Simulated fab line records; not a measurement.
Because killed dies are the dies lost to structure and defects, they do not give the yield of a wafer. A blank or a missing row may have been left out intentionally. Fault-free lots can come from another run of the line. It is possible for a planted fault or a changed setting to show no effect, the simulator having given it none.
fab line records ; flow berkeley-cmos170
record lots=13; wafers=39; last-day=12
route steps=331 shown NWELL@16 PWELL@44 PFIELD@87 FIELD@96
lots with no fault: from the same line, run without faults
start-h: the number of hours between the record's first day and the start of the first shown wafer of the lot ; wait-h: how many hours have passed since the lot's step before this one ; " unchanged from the row above ; L1.1+2: a single row standing in for several wafers ; - either no value or no given start ; * or withheld: withheld ; < > ~ a bound
route shown NAME@n: names a module that has steps shown in the file, with the first one's number in the route ; usual: mean and standard deviation over wafers with no fault ; same: alike in all rows ; chamber/n: place in a boat ; sites: readings site by site ; _std_site: the values' standard deviation ; _edge_site: inner sites' mean taken away from outer sites' mean ; radius-mm: how far each site lies from the wafer's centre ; mask NAME#n: copy n ; behind: the most recent tool/chamber to have shaped the wafer ; hold: what put the lot on hold/how long, in hours/how the hold closed ; device: transistor that didn't switch, given as n, p or np ; end of line: the route-end tests of the same wafers ; a step without rows: its recipe alone ; killed: dies lost to structure and defects at the first sort, not the wafer's yield ; map: shows each die of a wafer: x if killed, . if not, _ if none is there
set.NAME: the setting the step ran with; set.NAME@STEP: the setting that earlier step ran with ; model.NAME: the simulator's own value behind a step, which no gauge read
one table for each step of the route and one row for each wafer, over a sample of lots
services: a tool's chamber out of use, with start hour (start-h, from the record's first day; less than 0 if before it), hours out, and reason
## steps
# step UCB170_NWELL_THK_MEAS_02
# recipe reads=SiO2_of_NWELL_OXIDATION_01
# usual NWELL_OXIDE_THK=26.2/0.49
lot.wafer;tool;chamber;start-h;wait-h;NWELL_OXIDE_THK[nm]
L617.1;film-metro-04;-;40.35;0.0;27.0
L617.3;film-metro-04;-;40.35;0.0;26.7
L617.4;film-metro-04;-;40.35;0.0;26.7
L618.1;film-metro-03;-;40.35;0.0;25.4
L618.3;film-metro-03;-;40.35;0.0;25.9
L618.6;film-metro-03;-;40.35;0.0;25.6
L620.1;film-metro-03;-;48.62;0.0;27.0
L620.4;film-metro-03;-;48.62;0.0;26.8
L620.6;film-metro-03;-;48.62;0.0;26.9
L621.1;film-metro-02;-;48.62;0.0;25.8
L621.2;film-metro-02;-;48.62;0.0;26.0
L621.5;film-metro-02;-;48.62;0.0;25.7
L619.2;film-metro-04;-;48.63;0.0;26.1
L619.5;film-metro-04;-;48.63;0.0;26.2
L619.6;film-metro-04;-;48.63;0.0;26.3
L622.1;film-metro-02;-;59.55;0.0;26.4
L622.3;film-metro-02;-;59.55;0.0;26.6
L622.4;film-metro-02;-;59.55;0.0;26.6
L623.1;film-metro-03;-;61.70;0.0;26.6
L623.3;film-metro-03;-;61.70;0.0;26.6
L623.4;film-metro-03;-;61.70;0.0;26.6
L625.1;film-metro-03;-;72.07;0.0;26.3
L625.3;film-metro-03;-;72.07;0.0;26.5
L625.5;film-metro-03;-;72.07;0.0;26.5
L626.1;film-metro-02;-;77.35;0.0;26.5
L626.4;film-metro-02;-;77.35;0.0;26.6
L626.6;film-metro-02;-;77.35;0.0;26.9
L628.1;film-metro-04;-;88.77;0.0;25.3
L628.2;film-metro-04;-;88.77;0.0;25.7
L628.3;film-metro-04;-;88.77;0.0;25.6
L630.2;film-metro-02;-;99.63;0.0;26.1
L630.4;film-metro-02;-;99.63;0.0;26.5
L630.6;film-metro-02;-;99.63;0.0;25.7
L632.1;film-metro-02;-;105.30;0.0;25.8
L632.2;film-metro-02;-;105.30;0.0;25.7
L632.4;film-metro-02;-;105.30;0.0;25.1
L638.2;film-metro-02;-;138.02;0.0;27.0
L638.4;film-metro-02;-;138.02;0.0;26.9
L638.5;film-metro-02;-;138.02;0.0;26.8
# step UCB170_PWELL_EXPOSE_10
# recipe mask-id=PWELL; target-cd-nm=3000; na=0.5; sigma-outer=0.6; source-shape=conventional; dose-mj=19
lot.wafer;tool;chamber;start-h;wait-h;mask
L618.1+3+6;krf-scanner-02;0;62.37;0.1;PWELL#0
L617.1+3+4;krf-scanner-01;0;62.68;0.2;PWELL#0
L619.2+5+6;krf-scanner-02;0;70.39;0.2;PWELL#0
L621.1+2+5;krf-scanner-01;0;73.37;0.2;PWELL#0
L620.1+4+6;krf-scanner-02;0;73.90;0.3;PWELL#0
L623.1+3+4;krf-scanner-02;0;83.17;0.2;PWELL#0
L622.1+3+4;krf-scanner-02;0;83.29;0.3;PWELL#0
L625.1+3+5;krf-scanner-01;0;98.77;0.4;PWELL#0
L626.1+4+6;krf-scanner-02;0;99.06;0.6;PWELL#0
L628.1+2+3;krf-scanner-02;0;109.85;0.3;PWELL#0
L630.2+4+6;krf-scanner-01;0;117.35;0.3;NWELL#0
L632.1+2+4;krf-scanner-02;0;124.91;0.1;PWELL#0
L638.2+4+5;krf-scanner-02;0;167.95;0.1;PWELL#0
# step UCB170_PWELL_OVL_MEAS_13
# usual PWELL_OVL=3/5.1
lot.wafer;tool;chamber;start-h;wait-h;PWELL_OVL[nm]
L618.1;overlay-01;-;63.28;-;2
L618.3;overlay-01;-;63.28;-;4
L618.6;overlay-01;-;63.28;-;6
L617.1;overlay-01;-;63.64;-;16
L617.3;overlay-01;-;63.64;-;9
L617.4;overlay-01;-;63.64;-;7
L619.2;overlay-01;-;70.77;-;5
L619.5;overlay-01;-;70.77;-;0
L619.6;overlay-01;-;70.77;-;7
L621.1;overlay-02;-;73.84;-;1
L621.2;overlay-02;-;73.84;-;4
L621.5;overlay-02;-;73.84;-;3
L620.1;overlay-01;-;74.42;-;4
L620.4;overlay-01;-;74.42;-;-4
L620.6;overlay-01;-;74.42;-;-8
L623.1;overlay-02;-;83.87;-;10
L623.3;overlay-02;-;83.87;-;7
L623.4;overlay-02;-;83.87;-;2
L622.1;overlay-01;-;84.05;-;-5
L622.3;overlay-01;-;84.05;-;3
L622.4;overlay-01;-;84.05;-;3
L625.1;overlay-01;-;99.16;-;0
L625.3;overlay-01;-;99.16;-;-3
L625.5;overlay-01;-;99.16;-;-5
L626.1;overlay-02;-;99.82;-;7
L626.4;overlay-02;-;99.82;-;-2
L626.6;overlay-02;-;99.82;-;-2
L628.1;overlay-02;-;110.38;-;5
L628.2;overlay-02;-;110.38;-;1
L628.3;overlay-02;-;110.38;-;3
L630.2;overlay-02;-;118.45;-;-
L630.4;overlay-02;-;118.45;-;-
L630.6;overlay-02;-;118.45;-;-
L632.1;overlay-01;-;125.30;-;2
L632.2;overlay-01;-;125.30;-;5
L632.4;overlay-01;-;125.30;-;3
L638.2;overlay-01;-;168.48;-;11
L638.4;overlay-01;-;168.48;-;12
L638.5;overlay-01;-;168.48;-;5
# step UCB170_PWELL_TW_MEAS_17
# usual PWELL_TW=377.0/2
lot.wafer;tool;chamber;start-h;wait-h;PWELL_TW
L618.1;film-metro-02;-;63.66;0.1;376.7
L618.3;film-metro-02;-;63.66;0.1;375.9
L618.6;film-metro-02;-;63.66;0.1;375.7
L617.1;film-metro-03;-;64.02;0.1;373.4
L617.3;film-metro-03;-;64.02;0.1;373.0
L617.4;film-metro-03;-;64.02;0.1;372.0
L619.2;film-metro-02;-;71.16;0.1;378.3
L619.5;film-metro-02;-;71.16;0.1;377.5
L619.6;film-metro-02;-;71.16;0.1;376.9
L621.1;film-metro-02;-;74.23;0.1;377.6
L621.2;film-metro-02;-;74.23;0.1;376.9
L621.5;film-metro-02;-;74.23;0.1;377.9
L620.1;film-metro-02;-;74.81;0.1;377.3
L620.4;film-metro-02;-;74.81;0.1;376.4
L620.6;film-metro-02;-;74.81;0.1;375.5
L623.1;film-metro-02;-;84.26;0.1;374.7
L623.3;film-metro-02;-;84.26;0.1;377.4
L623.4;film-metro-02;-;84.26;0.1;376.7
L622.1;film-metro-03;-;84.43;0.1;375.0
L622.3;film-metro-03;-;84.43;0.1;376.0
L622.4;film-metro-03;-;84.43;0.1;376.9
L625.1;film-metro-03;-;99.54;0.1;373.5
L625.3;film-metro-03;-;99.54;0.1;375.4
L625.5;film-metro-03;-;99.54;0.1;375.5
L626.1;film-metro-02;-;100.20;0.1;379.5
L626.4;film-metro-02;-;100.20;0.1;380.0
L626.6;film-metro-02;-;100.20;0.1;381.1
L628.1;film-metro-01;-;111.00;0.3;376.8
L628.2;film-metro-01;-;111.00;0.3;377.0
L628.3;film-metro-01;-;111.00;0.3;376.6
L630.2;film-metro-03;-;118.84;0.1;29.8
L630.4;film-metro-03;-;118.84;0.1;29.6
L630.6;film-metro-03;-;118.84;0.1;29.7
L632.1;film-metro-02;-;125.83;0.1;379.4
L632.2;film-metro-02;-;125.83;0.1;378.4
L632.4;film-metro-02;-;125.83;0.1;379.9
L638.2;film-metro-03;-;168.87;0.1;372.7
L638.4;film-metro-03;-;168.87;0.1;375.5
L638.5;film-metro-03;-;168.87;0.1;373.0
# step UCB170_PFIELD_STRIP_08
# recipe chemistry=O2; power-w=400; pressure-mtorr=3500; platen-temp-c=withheld; o2-flow-sccm=400; overash-fraction=0.5
# usual drypump-motor-current-A=5.65/0.26; oes-product-au=0.734/0.0046; strip-time-to-endpoint-s=21.67/0.057
lot.wafer;tool;chamber;start-h;wait-h;drypump-motor-current-A;oes-product-au;rf-hours-counter-h;strip-time-to-endpoint-s
L618.1;plasma-asher-01;0;94.72;0.1;5.68;0.736;43;21.59
L618.3;plasma-asher-01;1;94.72;0.1;5.64;0.731;-;21.60
L618.6;plasma-asher-01;1;94.72;0.1;5.66;0.737;-;21.56
L617.1;plasma-asher-04;1;95.01;0.1;6.20;0.730;35;21.59
L617.3;plasma-asher-04;1;95.01;0.1;6.23;0.737;-;21.59
L617.4;plasma-asher-04;0;95.01;0.1;5.30;0.731;-;21.59
L620.1;plasma-asher-01;1;99.28;0.1;5.63;0.729;44;21.70
L620.4;plasma-asher-01;1;99.28;0.1;5.60;0.733;-;21.74
L620.6;plasma-asher-01;1;99.28;0.1;5.58;0.733;-;21.75
L621.1;plasma-asher-04;0;99.73;0.2;5.32;0.733;36;21.72
L621.2;plasma-asher-04;1;99.73;0.2;6.22;0.731;36;21.65
L621.5;plasma-asher-04;0;99.73;0.2;5.31;0.735;-;21.64
L619.2;plasma-asher-04;0;100.13;0.1;5.32;0.737;36;21.61
L619.5;plasma-asher-04;1;100.13;0.1;6.24;0.737;-;21.56
L619.6;plasma-asher-04;0;100.13;0.1;5.31;0.736;-;21.55
L623.1;plasma-asher-03;1;111.39;0.1;5.54;0.734;34;21.70
L623.3;plasma-asher-03;1;111.39;0.1;5.54;0.739;-;21.81
L623.4;plasma-asher-03;0;111.39;0.1;5.61;0.737;-;21.62
L622.1;plasma-asher-03;1;112.11;0.1;5.55;0.740;35;21.71
L622.3;plasma-asher-03;0;112.11;0.1;5.60;0.733;-;21.75
L622.4;plasma-asher-03;1;112.11;0.1;5.54;0.735;-;21.67
L625.1;plasma-asher-04;1;124.89;0.2;6.23;0.734;38;21.71
L625.3;plasma-asher-04;0;124.89;0.2;5.32;0.737;-;21.72
L625.5;plasma-asher-04;0;124.89;0.2;5.32;0.730;-;21.71
L626.1;plasma-asher-01;0;124.99;0.1;5.65;0.737;1;21.74
L626.4;plasma-asher-01;1;124.99;0.1;5.60;0.739;-;21.62
L626.6;plasma-asher-01;1;124.99;0.1;5.57;0.734;-;21.64
L628.1;plasma-asher-03;0;136.92;0.1;5.62;0.734;38;21.65
L628.2;plasma-asher-03;1;136.92;0.1;5.54;0.742;38;21.63
L628.3;plasma-asher-03;1;136.92;0.1;5.56;0.737;-;21.73
L632.1;plasma-asher-01;1;160.07;0.1;5.59;0.733;5;21.76
L632.2;plasma-asher-01;0;160.07;0.1;5.64;0.730;5;21.78
L632.4;plasma-asher-01;1;160.07;0.1;5.59;0.728;-;21.77
L638.2;plasma-asher-01;0;198.40;0.1;5.64;0.734;10;21.64
L638.4;plasma-asher-01;1;198.40;0.1;5.59;0.735;-;21.63
L638.5;plasma-asher-01;0;198.40;0.1;5.60;0.732;-;21.61
# step UCB170_FIELD_THK_MEAS_90
# recipe reads=SiO2_of_FIELD_OXIDATION_01
# usual FIELD_OXIDE_LEFT_1_THK=443/10
lot.wafer;tool;chamber;start-h;wait-h;FIELD_OXIDE_LEFT_1_THK[nm]
L617.1;film-metro-01;-;104.50;0.0;422
L617.3;film-metro-01;-;104.50;0.0;418
L617.4;film-metro-01;-;104.50;0.0;420
L618.1;film-metro-02;-;104.50;0.0;431
L618.3;film-metro-02;-;104.50;0.0;440
L618.6;film-metro-02;-;104.50;0.0;433
L620.1;film-metro-01;-;110.39;0.0;432
L620.4;film-metro-01;-;110.39;0.0;433
L620.6;film-metro-01;-;110.39;0.0;440
L621.1;film-metro-01;-;110.45;0.1;441
L621.2;film-metro-01;-;110.45;0.1;444
L621.5;film-metro-01;-;110.45;0.1;433
L619.2;film-metro-01;-;110.52;0.1;432
L619.5;film-metro-01;-;110.52;0.1;435
L619.6;film-metro-01;-;110.52;0.1;430
L622.1;film-metro-03;-;123.27;0.0;438
L622.3;film-metro-03;-;123.27;0.0;449
L622.4;film-metro-03;-;123.27;0.0;429
L623.1;film-metro-02;-;123.27;0.0;449
L623.3;film-metro-02;-;123.27;0.0;451
L623.4;film-metro-02;-;123.27;0.0;445
L625.1;film-metro-01;-;135.79;0.0;441
L625.3;film-metro-01;-;135.79;0.0;439
L625.5;film-metro-01;-;135.79;0.0;437
L626.1;film-metro-02;-;135.79;0.0;454
L626.4;film-metro-02;-;135.79;0.0;449
L626.6;film-metro-02;-;135.79;0.0;442
L628.1;film-metro-01;-;152.41;0.0;447
L628.2;film-metro-01;-;152.41;0.0;455
L628.3;film-metro-01;-;152.41;0.0;440
L632.1;film-metro-02;-;174.58;0.0;446
L632.2;film-metro-02;-;174.58;0.0;430
L632.4;film-metro-02;-;174.58;0.0;437
L638.2;film-metro-03;-;212.64;0.0;434
L638.4;film-metro-03;-;212.64;0.0;436
L638.5;film-metro-03;-;212.64;0.0;434
## services
tool;chamber;start-h;hours;kind
krf-scanner-02;-;46.14;4.0;pm
krf-scanner-01;-;50.18;1.0;pm
krf-scanner-02;-;63.97;0.8;pm
krf-scanner-01;-;64.80;0.8;pm
krf-scanner-01;0;65.25;-;calibration
krf-scanner-02;0;66.53;-;calibration
plasma-asher-04;-;106.57;6.7;repair
plasma-asher-01;-;108.75;9.0;pm
plasma-asher-01;0;108.75;9.0;vent-cycle
plasma-asher-01;1;108.75;9.0;vent-cycle
plasma-asher-01;0;117.75;-;clean
plasma-asher-01;1;117.75;-;clean
krf-scanner-01;-;141.64;1.3;pm
krf-scanner-02;-;142.94;1.3;pm
krf-scanner-02;-;156.65;1.3;repair
krf-scanner-01;-;158.06;4.0;pm
krf-scanner-02;-;170.65;0.9;repair
krf-scanner-02;-;173.43;1.0;pm
plasma-asher-04;-;188.00;1.8;repair
## key
first-sign step=UCB170_PWELL_EXPOSE_10; reading=mask; direction=changed
effect step=UCB170_PWELL_OVL_MEAS_13; reading=PWELL_OVL; direction=missing
effect step=UCB170_PWELL_TW_MEAS_17; reading=PWELL_TW; direction=down; sigmas=99+; usual=377.0; struck=29.7
met-at UCB170_PWELL_EXPOSE_10
struck-lots L630
later-rows-left-out L630.2,L630.4,L630.6
sort-left-out L630.2,L630.4,L630.6
tester-left-out L630
not-acting-at UCB170_NWELL_THK_MEAS_02,UCB170_PFIELD_STRIP_08,UCB170_FIELD_THK_MEAS_90
onset-between 98.77 117.35
fault kind=wrong-mask; tool=any; chamber=-; onset-h=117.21; steps=UCB170_PWELL_EXPOSE_10; aux-copy=NWELL#0; scope=struck-lots-only
# tester-left-out: of these lots the tester's yield and bins aren't shown, on N5 and GAA mostly nor the transistor test; their killed dies are dies lost to structure and defects alone, not to doping, threshold or leakage, so they don't give the yield
# sort-left-out: the simulated sort isn't trusted on such a fault, so these wafers' sort isn't shown, and their yield isn't known
# later-rows-left-out: the simulator's readings of these wafers behind a module that went badly wrong aren't trusted and aren't shown, but for the sort
